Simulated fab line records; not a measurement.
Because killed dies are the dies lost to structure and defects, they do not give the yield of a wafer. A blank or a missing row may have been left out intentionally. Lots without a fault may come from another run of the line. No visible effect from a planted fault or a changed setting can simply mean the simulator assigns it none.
What tool caused it?    flow ritCmos    15 lots with 45 wafers sampled at 2 steps, on a route of 202 steps

== WHAT THE GAUGES READ, wafer by wafer ==
RIT_SILICIDE_THK_MEAS_03: measures by xrf.
lot   measured     on            SILICIDE_TI_THK (nm)
L223  day 3 04:22  filmMetro-01  29.7 30.5 30.5
L224  day 3 08:55  filmMetro-01  30.0 29.3 29.7
L225  day 3 17:19  filmMetro-01  30.0 30.4 29.8
L233  day 5 05:11  filmMetro-04  29.4 29.9 29.5
L234  day 5 14:17  filmMetro-04  29.0 29.3 29.3
L236  day 6 01:16  filmMetro-04  29.9 29.9 29.8
L241  day 7 00:50  filmMetro-04  29.5 30.2 29.4
L242  day 7 03:40  filmMetro-04  29.9 29.3 29.9
L243  day 7 09:13  filmMetro-04  29.9 30.6 30.1
L244  day 7 16:28  filmMetro-03  30.3 30.5 30.3
L245  day 7 22:37  filmMetro-04  30.0 30.2 29.5
L246  day 8 03:20  filmMetro-03  30.6 30.6 30.1

== EACH LOT AND THE TOOL THAT RAN IT (in order: tool; ch and the chambers of the sampled wafers; start) ==
lot   RIT_ACTIVE_DEVELOP_10
L223  lithoTrack-03 ch 0, day 1 14:00
L224  lithoTrack-01 ch 0, day 1 19:00
L225  lithoTrack-02 ch 0, day 2 01:00
L229  lithoTrack-01 ch 0, day 2 22:00
L230  lithoTrack-01 ch 0, day 3 02:00
L231  lithoTrack-01 ch 0, day 3 07:00
L233  lithoTrack-03 ch 0, day 3 16:00
L234  lithoTrack-02 ch 0, day 3 22:00
L236  lithoTrack-03 ch 0, day 4 07:00
L241  lithoTrack-02 ch 0, day 5 10:00
L242  lithoTrack-02 ch 0, day 5 14:00
L243  lithoTrack-02 ch 0, day 5 18:00
L244  lithoTrack-02 ch 0, day 5 23:00
L245  lithoTrack-02 ch 0, day 6 06:00
L246  lithoTrack-03 ch 0, day 6 09:00
- RIT_ACTIVE_DEVELOP_10: develop time 50 s.

== AS READ BY THE TOOLS THEMSELVES (means over the sampled wafers that have a number; for cases with no such wafer, the mark the record gives instead) ==
The record holds no such reading with a usual standard deviation.

== THE ANSWER, worked out from the rows above alone ==
Rule: the lots themselves supply what counts as usual. Put in order of their means at a reading, lots are off if they are a third of the lots or fewer, leave a main group of 4 or more, and stand apart from it by a gap of 3 or more times the standard deviation of the main group's means; of several such gaps the widest counts. Not used: any main group whose means are identical at the precision the tables above print for the reading. Also off: a lot with no number at a reading for which 4 or more lots have one. All remaining lots with rows at the step are treated as sound. After the gauges, taken in route order, come the tools' own readings; for these a lot's mean is taken, as printed above. At the first step where some lot is off, the reading lying furthest off is the one used; lots without a number count as furthest.
No lot is off at any reading shown: from this, nothing can be told.

== WHAT THE SIMULATOR HAD PUT IN ==
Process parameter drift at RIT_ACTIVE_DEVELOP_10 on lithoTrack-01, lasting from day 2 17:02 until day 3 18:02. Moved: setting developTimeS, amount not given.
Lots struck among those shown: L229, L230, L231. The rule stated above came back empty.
